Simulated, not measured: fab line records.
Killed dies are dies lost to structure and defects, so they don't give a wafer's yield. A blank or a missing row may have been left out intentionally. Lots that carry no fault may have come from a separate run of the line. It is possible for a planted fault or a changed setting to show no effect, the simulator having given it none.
Comparing a struck lot with a sound one | flow berkeley_cmos170 | 44 steps out of a route of 331
Sound: wafers L139.2, L139.4, L139.6. The struck wafers were L151.1, L151.2, L151.4. The cause is given at the end.
Order at every step that has rows: each side's tool, ch and its chambers, its first start. Under that, the readings that differ: sound wafers | struck wafers | difference of the means | sigmas: that difference in standard deviations of wafers without a fault.
alike: a reading whose means differ by less than 2 such deviations, as well as words and numbers matching on both sides. not compared: withheld readings; readings where some wafer has no value; bounds like >300 that might hide an equal value; numbers whose values overlap and for which the record gives no deviation.
The two part at a step that has a row with sigmas, a row that says differs or no value, or rows on one side only. Numbers that don't overlap but have no deviation are shown without sigmas and don't part them. Lack of a reading on every wafer of one side parts them only where that side has two or more wafers.

first, 1 step without rows for these wafers: UCB170_PLDD_IMPLANT_09.
UCB170_PLDD_STRIP_10: strips in O2.
  sound on plasma_asher-04 ch 0,1, day 6 19:09; struck on plasma_asher-02 ch 0,1, day 10 02:05
  reading                      | sound             | struck            | difference | sigmas
  strip_time_to_endpoint_s (s) | 21.79 21.76 21.85 | 21.54 21.65 21.62 | -0.20      | -2
  alike: drypump_motor_current_A, oes_product_au
  not compared: rf_hours_counter_h
UCB170_PLDD_TW_MEAS_11:
  sound: film_metro-02 at day 6 19:16; struck: film_metro-03 at day 10 02:11
  alike: PLDD_TW
then, 7 steps without rows for these wafers: UCB170_PLDD_CLEAN_12 (cleans in SPM, time 600 s); UCB170_NLDD_HMDS_00 (prime time 60 s); UCB170_NLDD_COAT_01 (resist thk 900 nm); UCB170_NLDD_SOFTBAKE_02 (time 60 s); UCB170_NLDD_EXPOSE_03 (exposes mask NSELECT, target cd 1200 nm); UCB170_NLDD_PEB_04; UCB170_NLDD_DEVELOP_05 (develop time 45 s).
UCB170_NLDD_CD_MEAS_06: target cd 1200 nm.
  sound: cd_sem-01 at day 6 20:53; struck: cd_sem-01 at day 10 04:41
  reading    | sound                | struck               | difference | sigmas
  cd_nm (nm) | 1197.4 1197.4 1196.0 | 1200.9 1200.2 1200.1 | +3.5       | +2
UCB170_NLDD_OVL_MEAS_07:
  sound: overlay-01 at day 6 20:59; struck: overlay-01 at day 10 04:49
  alike: NLDD_OVL
UCB170_NLDD_IMPLANT_08:
  sound on implanter-04 ch 0, day 6 21:02; struck on implanter-02 ch 0, day 10 05:26
  alike: end_station_pressure_torr, tilt_deg
following that, these wafers have no rows for 1 step: UCB170_NLDD_IMPLANT_09.
UCB170_NLDD_STRIP_10: strips in O2.
  sound on plasma_asher-04 ch 0,1, day 6 21:19; struck on plasma_asher-04 ch 0,1, day 10 05:44
  alike: drypump_motor_current_A, oes_product_au, strip_time_to_endpoint_s
  not compared: rf_hours_counter_h
UCB170_NLDD_TW_MEAS_11:
  sound: film_metro-02 at day 6 21:26; struck: film_metro-03 at day 10 05:50
  reading | sound          | struck         | difference | sigmas
  NLDD_TW | 2239 2227 2225 | 2475 2475 2463 | +241       | +16
then, 1 step without rows for these wafers: UCB170_NLDD_CLEAN_12 (cleans in SPM, time 600 s).
UCB170_SPACER_CVD_00: deposits SiO2 from TEOS/O2, target thk 376 nm, time 47 s.
  sound on pecvd-01 ch 0,2, day 6 21:40; struck on pecvd-02 ch 1,2, day 10 06:04
  alike: heater_power_w
UCB170_SPACER_THK_MEAS_01:
  sound: film_metro-03 at day 6 21:43; struck: film_metro-01 at day 10 06:07
  alike: SPACER_TEOS_THK
then, 1 step without rows for these wafers: UCB170_SPACER_ANNEAL_02 (time 1800 s).
UCB170_SPACER_ETCHBACK_03: etches SiO2 in CHF3/CF4/Ar, stops on Si, target depth 376 nm, time 100 s.
  sound on rie_diel-01 ch 1,2, day 7 01:56; struck on rie_diel-01 ch 0,2,3, day 10 09:37
  alike: drypump_motor_current_A, oes_product_au, throttle_valve_pct
  not compared: rf_hours_counter_h
then, 6 steps without rows for these wafers: UCB170_PSD_HMDS_00 (prime time 60 s); UCB170_PSD_COAT_01 (resist thk 900 nm); UCB170_PSD_SOFTBAKE_02 (time 60 s); UCB170_PSD_EXPOSE_03 (exposes mask PSELECT MOD, target cd 1200 nm); UCB170_PSD_PEB_04; UCB170_PSD_DEVELOP_05 (develop time 45 s).
UCB170_PSD_CD_MEAS_06: target cd 1200 nm.
  sound: cd_sem-01 at day 7 02:52; struck: cd_sem-01 at day 10 11:03
  alike: cd_nm
UCB170_PSD_OVL_MEAS_07:
  sound: overlay-02 at day 7 02:59; struck: overlay-02 at day 10 11:10
  alike: PSD_OVL
following that, these wafers have no rows for 1 step: UCB170_PSD_IMPLANT_08.
UCB170_PSD_STRIP_09: strips in O2.
  sound on plasma_asher-03 ch 0,1, day 7 03:10; struck on plasma_asher-02 ch 0,1, day 10 11:21
  alike: drypump_motor_current_A, oes_product_au, strip_time_to_endpoint_s
  not compared: rf_hours_counter_h
UCB170_PSD_TW_MEAS_10:
  sound: film_metro-02 at day 7 03:16; struck: film_metro-04 at day 10 11:27
  alike: PSD_TW
then, 7 steps without rows for these wafers: UCB170_PSD_CLEAN_11 (cleans in SPM, time 600 s); UCB170_NSD_HMDS_00 (prime time 60 s); UCB170_NSD_COAT_01 (resist thk 900 nm); UCB170_NSD_SOFTBAKE_02 (time 60 s); UCB170_NSD_EXPOSE_03 (exposes mask NSELECT MOD, target cd 1200 nm); UCB170_NSD_PEB_04; UCB170_NSD_DEVELOP_05 (develop time 45 s).
UCB170_NSD_CD_MEAS_06: target cd 1200 nm.
  sound: cd_sem-01 at day 7 04:47; struck: cd_sem-01 at day 10 14:13
  alike: cd_nm
UCB170_NSD_OVL_MEAS_07:
  sound: overlay-02 at day 7 04:53; struck: overlay-02 at day 10 14:20
  alike: NSD_OVL
following that, these wafers have no rows for 1 step: UCB170_NSD_IMPLANT_08.
UCB170_SDANNEAL_RS_MEAS_05: measures by four-point-probe.
  sound: film_metro-03 at day 7 06:38; struck: film_metro-03 at day 10 16:35
  reading          | sound             | struck            | difference | sigmas
  NLDD_RS (ohm/sq) | 615.5 616.2 615.6 | 464.0 464.7 464.8 | -151.3     | -99 or more
following that, these wafers have no rows for 1 step: UCB170_M3_PROBE_99.

## WHERE THEY PART
Earliest at UCB170_PLDD_STRIP_10; latest, in this record, at UCB170_SDANNEAL_RS_MEAS_05.

WHY: the cause the simulator had injected
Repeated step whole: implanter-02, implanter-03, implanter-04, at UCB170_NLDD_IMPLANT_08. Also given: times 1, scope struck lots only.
